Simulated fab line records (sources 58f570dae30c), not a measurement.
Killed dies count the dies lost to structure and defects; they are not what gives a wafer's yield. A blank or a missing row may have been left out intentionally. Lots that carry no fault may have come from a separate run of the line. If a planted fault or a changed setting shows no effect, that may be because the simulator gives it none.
A lot that was struck, set against a sound lot -- flow berkeley cmos170 -- 14 steps out of a route of 331
Sound: wafers L908.2, L908.3, L908.6. Wafers struck: L915.1, L915.2, L915.3. The cause is named last.
Order at every step that has rows: each side's tool, ch and its chambers, its first start. Under that, the readings that differ: sound wafers -- struck wafers -- difference of the means -- sigmas: that difference in standard deviations of wafers without a fault.
alike: words and numbers the same on both sides, and readings whose means are apart by under 2 such deviations; not compared: readings that were withheld, readings missing a value for some wafer, numbers with overlapping values and no deviation given by the record, and bounds like >300 which may hide the same value.
A row with sigmas, a row that says differs or no value, or rows on one side alone: a step with any of these is where the two part. Numbers that don't overlap but have no deviation are shown without sigmas and don't part them. A reading missing from all wafers of one side parts the sides only when that side holds two or more wafers.

first, 2 steps without rows for these wafers: UCB170_ACTIVE_ANNEAL_04 (time 900 s); UCB170_ACTIVE_CVD_05 (deposits Si3N4 from SiH2Cl2/NH3, target thk 220 nm, time 3300 s).
UCB170_ACTIVE_THK_MEAS_06:
  struck on film metro-01, day 7 09:40; sound on film metro-04, day 5 16:46
  alike: ACTIVE_NITRIDE_THK
then, 6 steps without rows for these wafers: UCB170_ACTIVE_HMDS_07 (prime time 60 s); UCB170_ACTIVE_COAT_08 (resist thk 900 nm); UCB170_ACTIVE_SOFTBAKE_09 (time 60 s); UCB170_ACTIVE_EXPOSE_10 (exposes mask ACTIVE, target cd 1200 nm); UCB170_ACTIVE_PEB_11; UCB170_ACTIVE_DEVELOP_12 (develop time 45 s).
UCB170_ACTIVE_CD_MEAS_13: the cd target is 1200 nm.
  struck on cd sem-01, day 7 11:05; sound on cd sem-02, day 5 17:51
  alike: cd nm
UCB170_ACTIVE_OVL_MEAS_14:
  struck on overlay-02, day 7 11:13; sound on overlay-01, day 5 17:57
reading,sound,struck,difference,sigmas
ACTIVE_OVL (nm),0 -3 -1,9 7 9,+10,+2
UCB170_ACTIVE_ETCH_15: etches Si3N4 in CH3F/Ar/O2, stops on SiO2, target depth 242 nm, time 151 s.
  sound on rie diel-02 ch 0,1,2, day 5 17:59; struck on rie diel-04 ch 1,2,3, day 7 11:15
  alike: O2_flow_sccm, chamber pressure mTorr, drypump motor current A, oes product au, throttle valve pct
  not compared: rf hours counter h
UCB170_ACTIVE_STRIP_16: strips in O2.
  sound on plasma asher-03 ch 0, day 5 18:05; struck on plasma asher-02 ch 0,1, day 7 11:21
  no value came back on the struck wafers for any of 5 readings (chamber pressure mTorr (mTorr), drypump motor current A (A) and others); on the sound wafers chamber pressure mTorr (mTorr) reads 3497 3498 3498
reading,sound,struck,difference,sigmas
model.KrF_of_ACTIVE_COAT_08.thk nm (nm),0 0 0,724.9 721.9 727,+724.6,
  not compared: rf hours counter h
UCB170_ACTIVE_CD_MEAS_90: the cd target is 1200 nm.
  struck on cd sem-01, day 7 11:27; sound on cd sem-02, day 5 18:13
  alike: cd nm

== WHERE THEY PART ==
Earliest at UCB170_ACTIVE_OVL_MEAS_14; latest, in this record, at UCB170_ACTIVE_STRIP_16. Later steps at which nothing parts them and some readings are alike: UCB170_ACTIVE_CD_MEAS_90.

WHY: what had been put in by the simulator
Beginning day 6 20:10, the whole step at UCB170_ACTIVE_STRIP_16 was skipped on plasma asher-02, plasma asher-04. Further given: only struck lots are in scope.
